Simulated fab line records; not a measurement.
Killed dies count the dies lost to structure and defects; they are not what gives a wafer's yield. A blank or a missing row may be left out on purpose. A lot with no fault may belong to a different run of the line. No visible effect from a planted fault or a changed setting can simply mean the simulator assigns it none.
What tool caused it?    flow rit cmos    14 lots (42 wafers sampled), 1 step of a 202-step route

WHAT THE GAUGES SHOWED, per wafer
Not one reading of a measure or inspect step in the record can be checked against a usual standard deviation.

EACH LOT AND THE TOOL THAT RAN IT (in order: tool; ch and the chambers of the sampled wafers; start)
lot   RIT_PLDD_HARDBAKE_07
L799  litho track-03 ch 0, day 2 21:13
L800  litho track-02 ch 0, day 3 00:21
L801  litho track-03 ch 0, day 3 04:38
L802  litho track-01 ch 0, day 3 11:56
L804  litho track-02 ch 0, day 3 22:01
L806  litho track-01 ch 0, day 4 06:55
L810  litho track-03 ch 0, day 5 08:26
L812  litho track-03 ch 0, day 5 13:26
L813  litho track-01 ch 0, day 5 17:59
L814  litho track-01 ch 0, day 6 02:20
L815  litho track-02 ch 0, day 6 04:15
L816  litho track-01 ch 0, day 6 10:55
L821  litho track-01 ch 0, day 7 10:23
L822  litho track-01 ch 0, day 7 14:14
- RIT_PLDD_HARDBAKE_07: time 60 s.

AS READ BY THE TOOLS THEMSELVES (means over the sampled wafers that have a number; for cases with no such wafer, the mark the record gives instead)
RIT_PLDD_HARDBAKE_07.
lot   tool            heater power total W (W)  plate temp C (C)
L799  litho track-03  62.58                     140.13
L800  litho track-02  62.57                     139.86
L801  litho track-03  62.51                     140.20
L802  litho track-01  62.55                     140.10
L804  litho track-02  62.56                     140.33
L806  litho track-01  62.59                     140.04
L810  litho track-03  59.91                     135.52
L812  litho track-03  59.90                     135.62
L813  litho track-01  62.59                     140.02
L814  litho track-01  62.54                     139.88
L815  litho track-02  62.55                     140.15
L816  litho track-01  62.54                     139.85
L821  litho track-01  62.53                     140.09
L822  litho track-01  62.50                     140.09

THE ANSWER, worked out from the rows above alone
Rule: the usual values come from the lots themselves. Put in order of their means at a reading, lots are off if they are a third of the lots or fewer, leave a main group of 4 or more, and stand apart from it by a gap of 3 or more times the standard deviation of the main group's means; of several such gaps the widest counts. If all means in a main group match to the digits the tables above print for the reading, that group is not used. A lot without any number at a reading at which 4 lots or more have one is off too. Where the step has rows for the other lots, those lots are counted as sound. First the gauges in route order, then the tools' own readings, where a lot's mean is used as printed above. The first step at which some lot is off is used, and at that step the reading that is off furthest; a lot without a number counts as furthest.
Off: L810, L812, at RIT_PLDD_HARDBAKE_07 (heater power total W). Main group: mean 62.55 W, sd 0.028.
A tool fits if, at that step or a process step before it, it ran every lot that is off, and no sound lot after the first of them. One candidate fits, namely litho track-03 at RIT_PLDD_HARDBAKE_07. A fault onset in the window from L801 (day 3 04:38, its last sound lot) to L810 (day 5 08:26, its first lot off) fits.
The tool's own readings at RIT_PLDD_HARDBAKE_07 bear it out: on the lots that are off they differ by more than 5 times the standard deviation of the sound lots' means. heater power total W reads 59.91 W there against 62.55 W on the sound lots; plate temp C reads 135.57 C there against 140.06 C on the sound lots.

WHAT THE SIMULATOR HAD PUT IN
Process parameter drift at RIT_PLDD_HARDBAKE_07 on litho track-03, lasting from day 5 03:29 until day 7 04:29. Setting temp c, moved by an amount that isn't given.
Struck lots among those shown: L810, L812. This agrees with what the rule above found.
